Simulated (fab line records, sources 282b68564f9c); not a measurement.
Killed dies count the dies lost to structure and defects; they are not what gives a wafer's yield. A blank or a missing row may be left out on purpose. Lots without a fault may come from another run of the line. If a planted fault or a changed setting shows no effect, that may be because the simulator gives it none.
Which tool did it?    flow ritCmos    Sampling: 14 lots, 42 wafers, 4 of 202 route steps

== WHAT THE GAUGES READ, wafer by wafer ==
RIT_PLDD_OVL_MEAS_06.
lot   measured     on          PLDD_OVL (nm)
L402  day 2 21:17  overlay-02  -2.1 -2.4 -0.3
L405  day 3 15:32  overlay-01  1.1 -0.1 -1.4
L406  day 3 18:41  overlay-01  2.4 2.9 4.2
L408  day 4 09:36  overlay-01  1.8 1.3 2.4
L409  day 4 12:17  overlay-01  3.0 2.6 1.3
L410  day 4 13:12  overlay-01  1.1 0.6 -0.6
L412  day 5 01:23  overlay-01  1.5 1.7 2.1
L413  day 5 07:55  overlay-01  -0.4 -0.1 -0.3
L414  day 5 12:57  overlay-01  -0.3 0.1 -1.0
L415  day 5 18:52  overlay-01  0.2 0.4 -0.2
L417  day 6 03:12  overlay-01  -0.1 0.3 1.3
L421  day 6 23:52  overlay-02  0.1 -0.6 1.6
L422  day 7 02:25  overlay-01  2.5 3.3 2.1
L424  day 7 14:03  overlay-02  2.1 1.5 1.3

RIT_CONTACT_OVL_MEAS_09.
lot   measured     on          CONTACT_OVL (nm)
L402  day 3 05:51  overlay-01  1.7 0.2 1.1
L405  day 4 00:55  overlay-01  -0.7 -0.2 -0.7
L406  day 4 03:56  overlay-02  -0.8 0.4 0.8
L408  day 4 18:26  overlay-02  1.6 0.1 -1.0
L409  day 4 21:37  overlay-02  -1.8 -4.1 -2.9
L410  day 4 22:20  overlay-01  0.8 2.4 2.3
L412  day 5 10:16  overlay-01  2.6 2.0 1.8
L413  day 5 16:33  overlay-02  -1.2 -1.4 0.0
L414  day 5 21:58  overlay-01  -2.1 -2.1 -1.5
L415  day 6 03:42  overlay-02  -1.4 0.8 -0.4
L417  day 6 12:06  overlay-02  -0.3 0.2 1.2
L421  day 7 08:44  overlay-01  0.9 -0.7 -2.1
L422  day 7 11:39  overlay-02  -1.0 -0.7 -0.4
L424  day 7 23:31  overlay-01  3.1 2.0 3.3

== WHAT TOOL EACH LOT RAN ON (gives the tool, then ch and the chambers of the sampled wafers, and finally the start) ==
lot   RIT_NSD_STRIP_09                    RIT_CONTACT_CVD_00
L402  plasmaAsher-02 ch 0,1, day 3 01:37  pecvd-02 ch 0,1, day 3 04:39
L405  plasmaAsher-03 ch 0,1, day 3 20:00  pecvd-02 ch 0,1,2, day 3 23:25
L406  plasmaAsher-02 ch 0,1, day 3 23:04  pecvd-04 ch 1,2, day 4 02:24
L408  plasmaAsher-03 ch 0,1, day 4 13:53  pecvd-02 ch 0,2, day 4 17:07
L409  plasmaAsher-03 ch 0,1, day 4 17:01  pecvd-04 ch 1,2, day 4 20:25
L410  plasmaAsher-02 ch 0,1, day 4 17:35  pecvd-01 ch 1,2, day 4 20:54
L412  plasmaAsher-04 ch 0,1, day 5 05:41  pecvd-04 ch 0,1,2, day 5 08:56
L413  plasmaAsher-02 ch 0,1, day 5 12:13  pecvd-01 ch 0,1,2, day 5 15:22
L414  plasmaAsher-02 ch 0,1, day 5 17:23  pecvd-02 ch 0,1,2, day 5 20:38
L415  plasmaAsher-04 ch 0,1, day 5 23:07  pecvd-04 ch 0,1, day 6 02:14
L417  plasmaAsher-03 ch 0,1, day 6 07:44  pecvd-02 ch 0,1,2, day 6 10:47
L421  plasmaAsher-02 ch 0,1, day 7 04:07  pecvd-04 ch 0,1,2, day 7 07:25
L422  plasmaAsher-04 ch 0,1, day 7 07:02  pecvd-01 ch 0,1,2, day 7 10:10
L424  plasmaAsher-03 ch 0,1, day 7 18:42  pecvd-04 ch 0,2, day 7 22:17
- RIT_NSD_STRIP_09: strips in O2, time 180 s.
- RIT_CONTACT_CVD_00: deposits SiO2 from TEOS, target thk 400 nm, time 61 s.

== AS READ BY THE TOOLS THEMSELVES (means over the sampled wafers that have a number; for cases with no such wafer, the mark the record gives instead) ==
RIT_NSD_STRIP_09.
lot   tool            drypumpMotorCurrentA (A)
L402  plasmaAsher-02  5.65
L405  plasmaAsher-03  6.05
L406  plasmaAsher-02  5.53
L408  plasmaAsher-03  6.06
L409  plasmaAsher-03  5.95
L410  plasmaAsher-02  5.50
L412  plasmaAsher-04  5.86
L413  plasmaAsher-02  5.54
L414  plasmaAsher-02  5.51
L415  plasmaAsher-04  5.71
L417  plasmaAsher-03  6.02
L421  plasmaAsher-02  5.52
L422  plasmaAsher-04  5.82
L424  plasmaAsher-03  6.07

RIT_CONTACT_CVD_00.
lot   tool      heaterPowerW (W)  susceptorTempC (C)
L402  pecvd-02  290               389.91
L405  pecvd-02  320               390.12
L406  pecvd-04  349               389.97
L408  pecvd-02  341               390.05
L409  pecvd-04  382               389.97
L410  pecvd-01  315               389.97
L412  pecvd-04  358               389.80
L413  pecvd-01  332               390.02
L414  pecvd-02  333               390.07
L415  pecvd-04  360               389.75
L417  pecvd-02  318               390.06
L421  pecvd-04  354               389.99
L422  pecvd-01  274               389.94
L424  pecvd-04  351               390.04

== THE ANSWER, worked out from the rows above alone ==
Rule: usual is defined by the lots themselves. Put in order of their means at a reading, lots are off if they are a third of the lots or fewer, leave a main group of 4 or more, and stand apart from it by a gap of 3 or more times the standard deviation of the main group's means; of several such gaps the widest counts. The tables above print the reading to a certain number of digits; a main group whose means all agree to those digits is not used. Also off: a lot with no number at a reading for which 4 or more lots have one. Where the step has rows for the other lots, those lots are counted as sound. After the gauges, taken in route order, come the tools' own readings; for these a lot's mean is taken, as printed above. The first step at which some lot is off is used, and at that step the reading that is off furthest; a lot without a number counts as furthest.
Nothing can be told from this: no lot is off at any reading shown.

== WHAT THE SIMULATOR HAD PUT IN ==
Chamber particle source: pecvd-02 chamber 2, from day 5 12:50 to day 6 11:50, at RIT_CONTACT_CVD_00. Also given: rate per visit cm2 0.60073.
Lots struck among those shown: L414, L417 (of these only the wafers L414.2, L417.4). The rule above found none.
